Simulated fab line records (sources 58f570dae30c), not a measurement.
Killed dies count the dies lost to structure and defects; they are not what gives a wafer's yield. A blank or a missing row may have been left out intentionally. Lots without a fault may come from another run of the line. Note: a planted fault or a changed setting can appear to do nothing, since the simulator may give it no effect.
2 desks looking at one fault -- flow berkeleyCmos170 -- each desk holds nothing but its own numbers, with what lay behind them at the end

## AT THE TOOL OWNER'S DESK: plasmaAsher-02
The tool's own readings at UCB170_PWELL_STRIP_16 (strips in O2): means of the sampled wafers that have a number, for each lot that ran on this tool. A lot is out of limits, marked OUT, if its mean lies more than 4 standard deviations from the usual mean; the brackets give that distance.
Columns: A = drypumpMotorCurrentA at UCB170_PWELL_STRIP_16, usual 5.55 A; B = oesProductAu at UCB170_PWELL_STRIP_16, usual 0.721 a.u.; C = stripTimeToEndpointS at UCB170_PWELL_STRIP_16, usual 18.07 s
lot,first seen here,A,B,C
L824,day 3 11:07,5.69,0.719,18.08
L825,day 3 18:11,5.48,0.725,18.00
L826,day 4 01:13,5.66,0.725,18.15
L833,day 5 08:26,5.47,0.719,18.11
L834,day 5 12:47,5.30,0.719,18.18
L837,day 5 20:52,5.87,0.795 (+17) OUT,18.05
L838,day 6 17:14,5.68,0.774 (+12) OUT,18.03
This desk's finding: out of limits on L837, L838; first on L837, day 5 20:52 (oesProductAu at UCB170_PWELL_STRIP_16). L824, L825, L826, L833, L834 stayed within limits.

## THE METROLOGY DESK
What the gauges read for every lot (on any tool): the sampled wafers with a number, averaged. A lot is out of limits, marked OUT, if its mean lies more than 4 standard deviations from the usual mean; the brackets give that distance.
Columns: A = START_OXIDE_THK at UCB170_START_THK_MEAS_03, usual 20.1 nm; B = NWELL_TW at UCB170_NWELL_TW_MEAS_16, usual 1256
lot,first seen here,A,B
L824,day 1 14:46,20.6,1271
L825,day 1 21:18,19.9,1248
L826,day 2 03:17,20.1,1274
L830,day 2 17:54,19.9,1243
L831,day 3 03:50,19.3,1267
L832,day 3 03:50,19.6,1242
L833,day 3 13:25,20.3,1270
L834,day 3 19:14,20.2,1243
L837,day 4 04:44,20.2,1250
L838,day 4 13:05,20.4,1241
L840,day 4 23:43,19.5,1261
L843,day 5 15:05,20.4,1240
L845,day 6 05:00,20.1,1267
L847,day 6 17:07,20.1,1263
Result from this desk: across the 14 lots, nothing is out of limits.

## ALL TOGETHER
On L837, L838, at day 5 20:52, an alarm was possible from the tool owner's desk.
The metrology desk saw nothing out of limits.
The metrology desk holds a record of L837, L838, inside its limits.
Of the lots named, all ran UCB170_PWELL_STRIP_16 on plasmaAsher-02.

## WHAT THE SIMULATOR HAD PUT IN
plasmaAsher-02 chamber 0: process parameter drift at UCB170_PWELL_STRIP_16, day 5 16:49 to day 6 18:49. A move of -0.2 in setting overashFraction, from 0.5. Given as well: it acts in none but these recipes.
Shown lots that were struck: L837, L838.
Time in hours from fault onset to the first out-of-limits reading at each desk: the tool owner's desk, 4.
